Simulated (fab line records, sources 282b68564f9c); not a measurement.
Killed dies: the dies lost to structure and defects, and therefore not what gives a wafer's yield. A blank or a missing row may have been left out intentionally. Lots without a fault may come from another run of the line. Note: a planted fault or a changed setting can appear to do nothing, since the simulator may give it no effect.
fab line records -- flow rit-cmos
record: lots: 6, wafers: 18, last-day: 7
route steps=202 shown PWELL@49 WELLDRIVE@50 NWELL@51 NRETRO@53 PRETRO@64 M1@202
lots that met no fault: taken from a fault-free run of the same line
start-h: the number of hours between the record's first day and the start of the first shown wafer of the lot -- wait-h: hours from the lot's prior step to this one -- " same as the row above -- L1.1+2: a row that stands for several wafers -- - no value, or no start given -- * or withheld: withheld -- < > ~ a bound
route shown NAME@n: NAME is a module with steps in the file, n the number in the route of the first one -- usual: mean/standard deviation taken from wafers without a fault -- same: alike in all rows -- chamber/n: place in a boat -- sites: readings site by site -- _std_site: their standard deviation -- _edge_site: mean of outer sites minus mean of inner sites -- radius-mm: for every site, how far away it sits from the centre of the wafer -- mask NAME#n: copy n -- behind: tool/chamber where the wafer was last shaped -- hold: reason for holding the lot/hours on hold/outcome of the hold -- device: whichever transistor did not switch (one of n, p or np) -- end of line: tests run on the same wafers once the route is complete -- a step with no rows: only its recipe -- killed: at the first sort, the dies lost to defects and structure; wafer yield is something else -- map: shows each die of a wafer: x if killed, . if not, _ if none is there
set.NAME: the setting that was run; set.NAME@STEP: the one run at that earlier step -- model.NAME: the simulator's own value behind a step, which no gauge read
lots at some steps of the route; a table a step, a row a wafer
services: a tool's chamber out of use, with start hour (start-h, from the record's first day; less than 0 if before it), hours out, and reason
== steps ==
step: RIT_PWELL_TW_MEAS_10
usual: PWELL_TW: 958/8.6
lot.wafer,tool,chamber,start-h,wait-h,PWELL_TW
L683.1,film-metro-03,-,22.55,0.1,956
L683.3,film-metro-03,-,22.55,0.1,954
L683.6,film-metro-03,-,22.55,0.1,951
L684.1,film-metro-03,-,28.09,0.1,950
L684.3,film-metro-03,-,28.09,0.1,946
L684.6,film-metro-03,-,28.09,0.1,940
L694.1,film-metro-03,-,79.37,0.1,954
L694.2,film-metro-03,-,79.37,0.1,952
L694.3,film-metro-03,-,79.37,0.1,949
L695.1,film-metro-04,-,83.66,0.1,965
L695.3,film-metro-04,-,83.66,0.1,965
L695.5,film-metro-04,-,83.66,0.1,968
L697.3,film-metro-03,-,94.24,0.1,950
L697.4,film-metro-03,-,94.24,0.1,952
L697.6,film-metro-03,-,94.24,0.1,954
L701.3,film-metro-04,-,117.17,0.1,968
L701.4,film-metro-04,-,117.17,0.1,976
L701.6,film-metro-04,-,117.17,0.1,975
step: RIT_WELLDRIVE_ANNEAL_00
recipe: temp-c: 1100, time-s: 14700, ambient: N2
step: RIT_WELLDRIVE_RS_MEAS_01
recipe: thk-meas-gauge: four-point-probe
usual: NWELL_RS: 275.5/0.83
lot.wafer,tool,chamber,start-h,wait-h,NWELL_RS[ohm/sq]
L683.1,film-metro-01,-,27.70,0.0,275.7
L683.3,film-metro-01,-,27.70,0.0,275.9
L683.6,film-metro-01,-,27.70,0.0,275.7
L684.1,film-metro-01,-,33.24,0.0,274.2
L684.3,film-metro-01,-,33.24,0.0,275.3
L684.6,film-metro-01,-,33.24,0.0,274.9
L694.1,film-metro-04,-,84.78,0.0,276.0
L694.2,film-metro-04,-,84.78,0.0,275.4
L694.3,film-metro-04,-,84.78,0.0,275.2
L695.1,film-metro-04,-,89.80,0.0,275.5
L695.3,film-metro-04,-,89.80,0.0,274.9
L695.5,film-metro-04,-,89.80,0.0,275.5
L697.3,film-metro-04,-,99.95,0.0,276.6
L697.4,film-metro-04,-,99.95,0.0,276.1
L697.6,film-metro-04,-,99.95,0.0,276.1
L701.3,film-metro-04,-,124.43,0.0,277.0
L701.4,film-metro-04,-,124.43,0.0,276.1
L701.6,film-metro-04,-,124.43,0.0,276.9
step: RIT_WELLDRIVE_RS_MEAS_02
recipe: thk-meas-gauge: four-point-probe
usual: PWELL_RS: 429.3/1.1
lot.wafer,tool,chamber,start-h,wait-h,PWELL_RS[ohm/sq]
L683.1,film-metro-01,-,27.82,0.1,428.0
L683.3,film-metro-01,-,27.82,0.1,429.1
L683.6,film-metro-01,-,27.82,0.1,429.0
L684.1,film-metro-01,-,33.36,0.1,430.2
L684.3,film-metro-01,-,33.36,0.1,429.1
L684.6,film-metro-01,-,33.36,0.1,431.3
L694.1,film-metro-04,-,84.90,0.1,429.3
L694.2,film-metro-04,-,84.90,0.1,429.9
L694.3,film-metro-04,-,84.90,0.1,429.8
L695.1,film-metro-04,-,89.92,0.1,430.3
L695.3,film-metro-04,-,89.92,0.1,430.1
L695.5,film-metro-04,-,89.92,0.1,430.8
L697.3,film-metro-04,-,100.07,0.1,430.0
L697.4,film-metro-04,-,100.07,0.1,430.0
L697.6,film-metro-04,-,100.07,0.1,431.1
L701.3,film-metro-04,-,124.55,0.1,428.5
L701.4,film-metro-04,-,124.55,0.1,429.0
L701.6,film-metro-04,-,124.55,0.1,430.0
step: RIT_NRETRO_HMDS_00
recipe: prime-time-s: 60, prime-temp-c: 140
step: RIT_NRETRO_COAT_01
recipe: resist: NOVOLAK, spin-rpm: 2000, resist-thk-nm: 1300
step: RIT_NRETRO_SOFTBAKE_02
recipe: resist: NOVOLAK, temp-c: 90, time-s: 60
step: RIT_NRETRO_EXPOSE_03
recipe: mask-id: M4, na: 0.57, target-cd-nm: 43900, dose-mj: 250
step: RIT_NRETRO_PEB_04
recipe: resist: NOVOLAK, temp-c: withheld, time-s: withheld
step: RIT_NRETRO_DEVELOP_05
recipe: resist: NOVOLAK, develop-time-s: 68, dev-temp-c: 23
step: RIT_NRETRO_OVL_MEAS_06
usual: NRETRO_OVL: 1.5/1.2
lot.wafer,tool,chamber,start-h,wait-h,NRETRO_OVL[nm]
L683.1,overlay-01,-,29.08,-,3.3
L683.3,overlay-01,-,29.08,-,3.5
L683.6,overlay-01,-,29.08,-,1.3
L684.1,overlay-01,-,34.59,-,0.9
L684.3,overlay-01,-,34.59,-,0.6
L684.6,overlay-01,-,34.59,-,1.8
L694.1,overlay-02,-,85.90,-,1.1
L694.2,overlay-02,-,85.90,-,1.8
L694.3,overlay-02,-,85.90,-,1.2
L695.1,overlay-01,-,91.05,-,1.9
L695.3,overlay-01,-,91.05,-,1.1
L695.5,overlay-01,-,91.05,-,3.4
L697.3,overlay-02,-,101.04,-,1.9
L697.4,overlay-02,-,101.04,-,2.4
L697.6,overlay-02,-,101.04,-,2.0
L701.3,overlay-01,-,125.65,-,-0.5
L701.4,overlay-01,-,125.65,-,0.8
L701.6,overlay-01,-,125.65,-,-0.8
step: RIT_NRETRO_HARDBAKE_07
recipe: resist: NOVOLAK, temp-c: 140, time-s: 120
step: RIT_NRETRO_IMPLANT_08
recipe: species: P, energy-kev: 70, dose-cm2: 1e+13, tilt-deg: 7
usual: dose-ions-cm2: 1.0001e+13/1.1e+10, faraday-current-uA: 31.8/0.67, tilt-deg: 7.006/0.02
lot.wafer,tool,chamber,start-h,wait-h,dose-ions-cm2,faraday-current-uA,tilt-deg
L683.1,implanter-01,0,29.36,0.2,1e+13,31.6,6.973
L683.3,implanter-01,0,29.36,0.2,1.0003e+13,32.3,6.997
L683.6,implanter-01,0,29.36,0.2,1.001e+13,31.8,7.010
L684.1,implanter-02,0,34.88,0.2,1.0003e+13,31.1,7.006
L684.3,implanter-02,0,34.88,0.2,1.0007e+13,31.8,7.025
L684.6,implanter-02,0,34.88,0.2,1.0017e+13,31.2,6.998
L694.1,implanter-02,0,86.18,0.2,1.0002e+14,312.6,7.018
L694.2,implanter-02,0,86.18,0.2,1e+14,321.0,7.035
L694.3,implanter-02,0,86.18,0.2,1e+14,335.6,7.008
L695.1,implanter-02,0,91.33,0.2,1e+14,310.6,7.022
L695.3,implanter-02,0,91.33,0.2,1.0002e+14,312.3,7.004
L695.5,implanter-02,0,91.33,0.2,1.0002e+14,322.9,7.011
L697.3,implanter-01,0,101.36,0.2,1.0008e+13,31.2,7.006
L697.4,implanter-01,0,101.36,0.2,1.0005e+13,31.4,7.001
L697.6,implanter-01,0,101.36,0.2,1.0007e+13,31.4,7.021
L701.3,implanter-04,0,125.97,0.2,9.994e+12,32.3,6.992
L701.4,implanter-04,0,125.97,0.2,9.973e+12,30.9,7.011
L701.6,implanter-04,0,125.97,0.2,9.999e+12,32.1,6.972
step: RIT_NRETRO_STRIP_09
recipe: chemistry: O2, time-s: 180, resist: NOVOLAK, platen-temp-c: withheld, power-w: 500, pressure-mtorr: 4000, o2-flow-sccm: 4000
usual: drypump-motor-current-A: 5.4/0.4
same: time-s: 180
lot.wafer,tool,chamber,start-h,wait-h,drypump-motor-current-A,rf-hours-counter-h
L683.1,plasma-asher-03,0,29.51,0.1,6.2,25
L683.3,plasma-asher-03,0,29.51,0.1,6.2,-
L683.6,plasma-asher-03,1,29.51,0.1,5.7,-
L684.1,plasma-asher-04,0,35.03,0.1,5.1,39
L684.3,plasma-asher-04,0,35.03,0.1,5.1,-
L684.6,plasma-asher-04,0,35.03,0.1,5.1,-
L694.1,plasma-asher-01,1,86.33,0.1,5.5,43
L694.2,plasma-asher-01,0,86.33,0.1,5.5,43
L694.3,plasma-asher-01,1,86.33,0.1,5.5,-
L695.1,plasma-asher-01,1,91.48,0.1,5.4,43
L695.3,plasma-asher-01,1,91.48,0.1,5.5,-
L695.5,plasma-asher-01,0,91.48,0.1,5.5,-
L697.3,plasma-asher-03,1,101.52,0.1,5.8,-
L697.4,plasma-asher-03,0,101.52,0.1,6.2,-
L697.6,plasma-asher-03,0,101.52,0.1,6.1,-
L701.3,plasma-asher-04,0,126.13,0.1,5.0,-
L701.4,plasma-asher-04,1,126.13,0.1,4.9,-
L701.6,plasma-asher-04,1,126.13,0.1,4.9,-
step: RIT_NRETRO_TW_MEAS_10
usual: NRETRO_TW: 1062/9.3
lot.wafer,tool,chamber,start-h,wait-h,NRETRO_TW
L683.1,film-metro-02,-,29.69,0.1,1048
L683.3,film-metro-02,-,29.69,0.1,1053
L683.6,film-metro-02,-,29.69,0.1,1050
L684.1,film-metro-04,-,35.20,0.1,1061
L684.3,film-metro-04,-,35.20,0.1,1061
L684.6,film-metro-04,-,35.20,0.1,1058
L694.1,film-metro-01,-,86.51,0.1,2213
L694.2,film-metro-01,-,86.51,0.1,2223
L694.3,film-metro-01,-,86.51,0.1,2213
L695.1,film-metro-04,-,91.66,0.1,2215
L695.3,film-metro-04,-,91.66,0.1,2227
L695.5,film-metro-04,-,91.66,0.1,2226
L697.3,film-metro-01,-,101.66,0.1,1067
L697.4,film-metro-01,-,101.66,0.1,1064
L697.6,film-metro-01,-,101.66,0.1,1072
L701.3,film-metro-02,-,126.27,0.1,1052
L701.4,film-metro-02,-,126.27,0.1,1051
L701.6,film-metro-02,-,126.27,0.1,1056
step: RIT_PRETRO_HMDS_00
recipe: prime-time-s: 60, prime-temp-c: 140
step: RIT_M1_PROBE_99
usual: killed-at-contacts: 0.1/0.31, killed-at-front-end: 7.1/2.8, killed-dies: 7.2/2.8, killed-open: 3.5/2, killed-short: 3.7/1.9
same: gross-dies: 264, killed_at_M0_to_M3: 0, killed_at_M4_up: 0, killed-at-back-side: 0, killed-at-other: 0
lot.wafer,tool,chamber,start-h,wait-h,killed-at-contacts,killed-at-front-end,killed-dies,killed-open,killed-short
L695.1,prober-01,-,120.47,0.1,0,8,8,3,5
L695.3,prober-01,-,120.57,0.2,0,9,9,3,5
L695.5,prober-01,-,120.67,0.2,0,5,5,2,2
L701.3,prober-01,-,159.27,0.2,0,7,7,3,4
L701.4,prober-01,-,159.32,0.2,0,8,8,4,4
L701.6,prober-01,-,159.42,0.2,0,3,3,2,1
killed by level:class
L695.1 FOX1:geometric-particle:open=3 FOX1:geometric-particle:short=2 FOX2:geometric-particle:short=1 GATE:geometric-particle:short=1 REOX:geometric-particle:short=1
L695.3 SILICIDE:geometric-particle:short=3 FOX2:geometric-particle:open=2 GATE:geometric-particle:short=2 SILICIDE:geometric-particle:open=1 NRETRO:coat-microbubble-printed=1
L695.5 GATE:geometric-particle:open=2 GATE:geometric-particle:short=1 SILICIDE:geometric-particle:short=1 NRETRO:coat-microbubble-printed=1
L701.3 FOX1:geometric-particle:short=2 GATE:geometric-particle:open=2 GATE:geometric-particle:short=2 REOX:geometric-particle:open=1
L701.4 GATE:geometric-particle:open=4 GATE:geometric-particle:short=3 REOX:geometric-particle:short=1
L701.6 FOX1:geometric-particle:open=2 GATE:geometric-particle:short=1
== services ==
tool,chamber,start-h,hours,kind
implanter-02,-,8.38,8.5,repair
implanter-04,-,26.31,22.5,repair
implanter-02,-,42.60,3.7,pm
implanter-01,-,57.60,2.9,pm
plasma-asher-01,-,87.05,0.5,repair
implanter-02,-,88.90,1.5,repair
implanter-01,-,104.26,1.2,repair
plasma-asher-01,-,108.75,9.0,pm
plasma-asher-01,0,108.75,9.0,vent-cycle
plasma-asher-01,1,108.75,9.0,vent-cycle
plasma-asher-01,0,117.75,-,clean
plasma-asher-01,1,117.75,-,clean
implanter-02,-,123.82,2.2,repair
== key ==
first-sign: step: RIT_NRETRO_IMPLANT_08, reading: dose-ions-cm2, direction: up, sigmas: 99+, usual: 1.0001e+13, struck: 1.0001e+14
effect: step: RIT_NRETRO_IMPLANT_08, reading: faraday-current-uA, direction: up, sigmas: 99+, usual: 31.8, struck: 319.1
effect: step: RIT_NRETRO_TW_MEAS_10, reading: NRETRO_TW, direction: up, sigmas: 99+, usual: 1062, struck: 2219
met-at RIT_NRETRO_IMPLANT_08
struck-wafers L694.1,L694.2,L694.3,L695.1,L695.3,L695.5
tester-left-out L694,L695
onset-between 34.88 86.18
fault: kind: process-parameter-drift, tool: implanter-02, chamber: -, onset-h: 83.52, steps: RIT_NRETRO_IMPLANT_08, channel: dose-cm2, offset: 9e+13, shape: step, end-h: 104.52, acts-in: these-recipes-only, stated: 1e+13
tester-left-out: of these lots the tester's yield and bins aren't shown, on N5 and GAA mostly nor the transistor test; their killed dies are dies lost to structure and defects alone, not to doping, threshold or leakage, so they don't give the yield
